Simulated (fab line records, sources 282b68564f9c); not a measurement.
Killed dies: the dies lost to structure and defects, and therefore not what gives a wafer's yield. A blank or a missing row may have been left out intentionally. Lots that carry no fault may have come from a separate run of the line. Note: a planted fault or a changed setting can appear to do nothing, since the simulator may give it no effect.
A lot that was struck, set against a sound lot | flow rit_cmos | 21 out of 202 route steps
Sound: wafers L890.2, L890.4, L890.6. Wafers struck: L899.1, L899.2, L899.3. The cause is given at the end.
Each step with rows lists, per side, the tool, then ch with its chambers, then its first start. Under that, the readings that differ: sound wafers | struck wafers | difference of the means | sigmas: that difference in standard deviations of wafers without a fault.
alike: same words and numbers on both sides, and readings whose means sit less than 2 such deviations apart. not compared: any withheld reading, any reading some wafer has no value for, any bound like >300 that may hide the same value, and any number with overlapping values for which the record gives no deviation.
The two part at a step that has a row with sigmas, a row that says differs or no value, or rows on one side only. When numbers do not overlap yet have no deviation, they are printed without sigmas and do not part them. A reading that every wafer of one side lacks parts them only if that side has two wafers or more.

first, 3 steps without rows for these wafers: RIT_PWELL_EXPOSE_03 (exposes mask M3, target cd 43700 nm); RIT_PWELL_PEB_04; RIT_PWELL_DEVELOP_05 (develop time 68 s).
RIT_PWELL_OVL_MEAS_06:
  struck on overlay-02, day 5 12:01; sound on overlay-01, day 3 16:26
  alike: PWELL_OVL
then, 2 steps without rows for these wafers: RIT_PWELL_HARDBAKE_07 (time 120 s); RIT_PWELL_IMPLANT_08.
RIT_PWELL_STRIP_09: strips in O2, time 180 s.
  sound on plasma_asher-01 ch 0,1, day 3 16:52; struck on plasma_asher-04 ch 0,1, day 5 12:28
  alike: drypump_motor_current_A
  not compared: rf_hours_counter_h
RIT_PWELL_TW_MEAS_10:
  struck on film_metro-04, day 5 12:38; sound on film_metro-02, day 3 17:02
  reading  | sound       | struck      | difference | sigmas
  PWELL_TW | 952 963 953 | 938 935 936 | -20        | -2
then, 1 step without rows for these wafers: RIT_WELLDRIVE_ANNEAL_00 (time 14700 s).
RIT_WELLDRIVE_RS_MEAS_01: a four-point-probe measurement.
  struck on film_metro-02, day 5 18:49; sound on film_metro-03, day 3 22:59
  alike: NWELL_RS
RIT_WELLDRIVE_RS_MEAS_02: a four-point-probe measurement.
  struck on film_metro-02, day 5 18:56; sound on film_metro-03, day 3 23:06
  alike: PWELL_RS
then, 1 step without rows for these wafers: RIT_NRETRO_HMDS_00 (prime time 60 s).
RIT_NRETRO_COAT_01: resist thk 1300 nm.
  sound on litho_track-03 ch 0, day 3 23:22; struck on litho_track-03 ch 0, day 5 19:13
  reading                                     | sound                | struck               | difference | sigmas
  spin_speed_rpm (rpm)                        | 2001.5 1999.1 2001.9 | 1905.2 1903.1 1906.8 | -95.8      | -60
  model.NOVOLAK_of_NRETRO_COAT_01.thk_nm (nm) | 1293 1294 1296       | 1333 1328 1330       | +36        |
  alike: resist_line_temp_C
then, 4 steps without rows for these wafers: RIT_NRETRO_SOFTBAKE_02 (time 60 s); RIT_NRETRO_EXPOSE_03 (exposes mask M4, target cd 43900 nm); RIT_NRETRO_PEB_04; RIT_NRETRO_DEVELOP_05 (develop time 68 s).
RIT_NRETRO_OVL_MEAS_06:
  struck on overlay-02, day 5 19:56; sound on overlay-02, day 4 00:11
  alike: NRETRO_OVL
RIT_NRETRO_HARDBAKE_07: time 120 s.
  sound on litho_track-02 ch 0, day 4 00:16; struck on litho_track-02 ch 0, day 5 19:59
  reading                                     | sound          | struck         | difference | sigmas
  model.NOVOLAK_of_NRETRO_COAT_01.thk_nm (nm) | 1131 1132 1133 | 1166 1161 1163 | +31        |
  alike: resist_line_temp_C
after that, 1 step had no rows for these wafers: RIT_NRETRO_IMPLANT_08.
RIT_M1_PROBE_99:
  only the struck wafers here have rows in the record (prober-01, day 6 22:54); the sound ones have none

## WHERE THEY PART
Earliest at RIT_PWELL_TW_MEAS_10; latest, in this record, at RIT_M1_PROBE_99.

WHY: what had been put in by the simulator
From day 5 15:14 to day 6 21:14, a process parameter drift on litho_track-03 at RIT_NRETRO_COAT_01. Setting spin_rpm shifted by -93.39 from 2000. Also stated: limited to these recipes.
